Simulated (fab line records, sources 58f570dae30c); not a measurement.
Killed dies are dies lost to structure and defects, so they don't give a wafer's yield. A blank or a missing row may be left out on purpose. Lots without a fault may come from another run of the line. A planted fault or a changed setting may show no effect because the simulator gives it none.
Chamber matching | flow berkeley_cmos170 | UCB170_NSD_CLEAN_11 on wet_bench-04: 3 sister chambers
The step cleans in SPM, time 600 s. 16 wafers are shown with their chamber, then 5 later ones without.

WAFERS WITH THEIR CHAMBER
wafer  | chamber | bath_guard_temp_C (C) | bath_heat_duty_pct (%)
L270.1 | 3       | 119.3                 | 15.2
L270.2 | 3       | 119.3                 | 14.8
L270.3 | 3       | 119.7                 | 14.1
L269.1 | 2       | 120.2                 | 13.0
L269.2 | 2       | 120.1                 | 12.8
L269.3 | 2       | 120.3                 | 13.1
L276.3 | 0       | 119.4                 | 13.4
L276.4 | 0       | 119.3                 | 14.0
L276.5 | 0       | 119.7                 | 14.3
L284.1 | 3       | 119.5                 | 15.1
L284.5 | 3       | 119.2                 | 16.8
L284.6 | 3       | 119.5                 | 15.7
L285.3 | 0       | 119.5                 | 14.7
L285.5 | 0       | 119.6                 | 12.8
L285.6 | 0       | 119.6                 | 13.2
L292.2 | 0       | 119.8                 | 15.1

SIGNATURES (means of the wafers above)
reading            | chamber 0 | chamber 2 | chamber 3 | scatter within a chamber
bath_guard_temp_C  | 119.557   | 120.200   | 119.417   | 0.168
bath_heat_duty_pct | 13.929    | 12.967    | 15.283    | 0.803
Rule: a wafer's distance from a chamber is the root of the sum, over the readings, of the square of ((its reading less the chamber's mean) divided by the reading's scatter). The wafer belongs to the nearest chamber; if the next one is less than 2 further off, it can't be placed. The scatter: the root of (the sum of the squares of (reading less its chamber's mean) over the shown wafers, divided by (wafers less chambers)).

WAFERS WITHOUT THEIR CHAMBER
wafer  | bath_guard_temp_C (C) | bath_heat_duty_pct (%)
L292.3 | 119.3                 | 13.8
L292.6 | 119.2                 | 12.6
L291.1 | 119.1                 | 14.0
L291.2 | 119.5                 | 13.7
L291.4 | 119.7                 | 14.5

WHICH CHAMBER EACH WENT THROUGH
wafer  | from the rows above     | in truth
L292.3 | can't be placed: 0 or 3 | 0
L292.6 | can't be placed: 0 or 3 | 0
L291.1 | can't be placed: 3 or 0 | 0
L291.2 | can't be placed: 0 or 3 | 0
L291.4 | can't be placed: 0 or 3 | 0
Placed correctly: 0 of 5. Can't be placed from these rows: 5 (the true chamber is among the candidates in 5). Placed wrongly: 0.
